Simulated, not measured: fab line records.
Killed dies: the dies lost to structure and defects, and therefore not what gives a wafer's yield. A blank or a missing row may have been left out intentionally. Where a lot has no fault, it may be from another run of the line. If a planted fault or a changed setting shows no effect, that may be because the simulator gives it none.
Check of tool commonality	flow berkeleyCmos170	Sampled: 13 lots, 38 wafers

== WHAT PROMPTED THE OPENING ==
At UCB170_SILICIDE_RS_MEAS_02 the reading SILICIDE_TI_RS is flagged on 1 of 13 lots. Fault-free wafers read 26.7 ohm/sq, with a standard deviation of 0.41.
Rule: a lot gets a flag if all its wafers with a number sit over 4 standard deviations from that mean, or if no wafer of it has a number. All remaining lots are regarded as sound.

lot	measured	on	SILICIDE_TI_RS (ohm/sq), wafer by wafer	flag
L356	day 6 10:46	filmMetro-01	26.0 26.6 26.7	
L355	day 6 11:32	filmMetro-03	26.8 26.3 26.7	
L360	day 7 11:12	filmMetro-04	26.6 26.6 26.8	
L359	day 7 13:50	filmMetro-01	27.0 27.0 26.8	
L363	day 7 19:02	filmMetro-01	26.6 26.7 26.4	
L362	day 8 03:49	filmMetro-01	27.1 27.4 27.1	
L365	day 8 04:02	filmMetro-03	27.7 27.6 27.5	
L367	day 8 19:05	filmMetro-03	13.5 13.6	FLAGGED
L371	day 10 08:38	filmMetro-01	26.5 26.5 26.4	
L374	day 10 17:42	filmMetro-03	26.6 26.8 26.5	
L375	day 10 19:49	filmMetro-04	26.6 26.7 26.6	
L377	day 11 11:49	filmMetro-04	26.9 26.7 26.7	
L378	day 11 13:00	filmMetro-01	26.5 25.9 26.1	
On average the flagged lots' numbers are 13.6 ohm/sq, which is -13.1 ohm/sq against the usual, or -32 standard deviations.

== LOT BY LOT: THE TOOL USED ==
The record holds 2 process steps before the reading, out of a route of 331 steps. Each cell gives the tool, then ch followed by the chambers the sampled wafers passed through, then the start.
lot	flag	UCB170_SDANNEAL_RTA_01	UCB170_SILICIDE_SPUTTER_01
L356		rtpAnneal-02 ch 0, day 6 09:59	pvdSputter-03, day 6 10:40
L355		rtpAnneal-02 ch 0, day 6 10:41	pvdSputter-03, day 6 11:31
L360		rtpAnneal-02 ch 0, day 7 10:34	pvdSputter-02, day 7 11:10
L359		rtpAnneal-02 ch 0, day 7 13:11	pvdSputter-03, day 7 13:46
L363		rtpAnneal-01 ch 0, day 7 18:22	pvdSputter-02, day 7 18:58
L362		rtpAnneal-02 ch 0, day 8 03:09	pvdSputter-02, day 8 03:44
L365		rtpAnneal-01 ch 0, day 8 03:24	pvdSputter-04, day 8 04:00
L367	FLAGGED	rtpAnneal-01 ch 0, day 8 18:25	pvdSputter-03, day 8 18:59
L371		rtpAnneal-02 ch 0, day 10 08:00	pvdSputter-04, day 10 08:36
L374		rtpAnneal-02 ch 0, day 10 17:04	pvdSputter-04, day 10 17:40
L375		rtpAnneal-01 ch 0, day 10 19:11	pvdSputter-04, day 10 19:47
L377		rtpAnneal-01 ch 0, day 11 11:10	pvdSputter-02, day 11 11:46
L378		rtpAnneal-01 ch 0, day 11 12:20	pvdSputter-03, day 11 12:56
What is done by these steps:
- UCB170_SDANNEAL_RTA_01: time 5 s.
- UCB170_SILICIDE_SPUTTER_01: material Ti, target thk 30 nm, time 25 s.
- UCB170_SILICIDE_RS_MEAS_02: measures by four-point-probe.

== FLAGGED OVER TOTAL, TOOL BY TOOL (the gauges that took the reading come last) ==
step	tool	lots run	flagged	share of the flagged lots	sound lots run after its first flagged lot
UCB170_SDANNEAL_RTA_01	rtpAnneal-01	6	1	all	3 (L375,L377,L378)
UCB170_SDANNEAL_RTA_01	rtpAnneal-02	7	0	none	-
UCB170_SILICIDE_SPUTTER_01	pvdSputter-02	4	0	none	-
UCB170_SILICIDE_SPUTTER_01	pvdSputter-03	5	1	all	1 (L378)
UCB170_SILICIDE_SPUTTER_01	pvdSputter-04	4	0	none	-
UCB170_SILICIDE_RS_MEAS_02	filmMetro-01	6	0	none	-
UCB170_SILICIDE_RS_MEAS_02	filmMetro-03	4	1	all	1 (L374)
UCB170_SILICIDE_RS_MEAS_02	filmMetro-04	3	0	none	-

== WHAT THE TABLE ALLOWS ==
Every flagged lot was run by 3 rows of the table: rtpAnneal-01 at UCB170_SDANNEAL_RTA_01, pvdSputter-03 at UCB170_SILICIDE_SPUTTER_01 and filmMetro-03 at UCB170_SILICIDE_RS_MEAS_02.
- rtpAnneal-01 at UCB170_SDANNEAL_RTA_01: 1 of its 6 lots flagged. Sound lots followed the first flagged one (L375, L377, L378) on it, something a lasting fault affecting the whole tool could not allow.
- pvdSputter-03 at UCB170_SILICIDE_SPUTTER_01: 1 of its 5 lots flagged. Sound lots followed the first flagged one (L378) on it, something a lasting fault affecting the whole tool could not allow.
- filmMetro-03 at UCB170_SILICIDE_RS_MEAS_02: 1 of its 4 lots flagged. Sound lots followed the first flagged one (L374) on it, something a lasting fault affecting the whole tool could not allow.
There is no row in the table that ran each flagged lot and no sound lot after the first.

== WHAT THE SIMULATOR HAD PUT IN ==
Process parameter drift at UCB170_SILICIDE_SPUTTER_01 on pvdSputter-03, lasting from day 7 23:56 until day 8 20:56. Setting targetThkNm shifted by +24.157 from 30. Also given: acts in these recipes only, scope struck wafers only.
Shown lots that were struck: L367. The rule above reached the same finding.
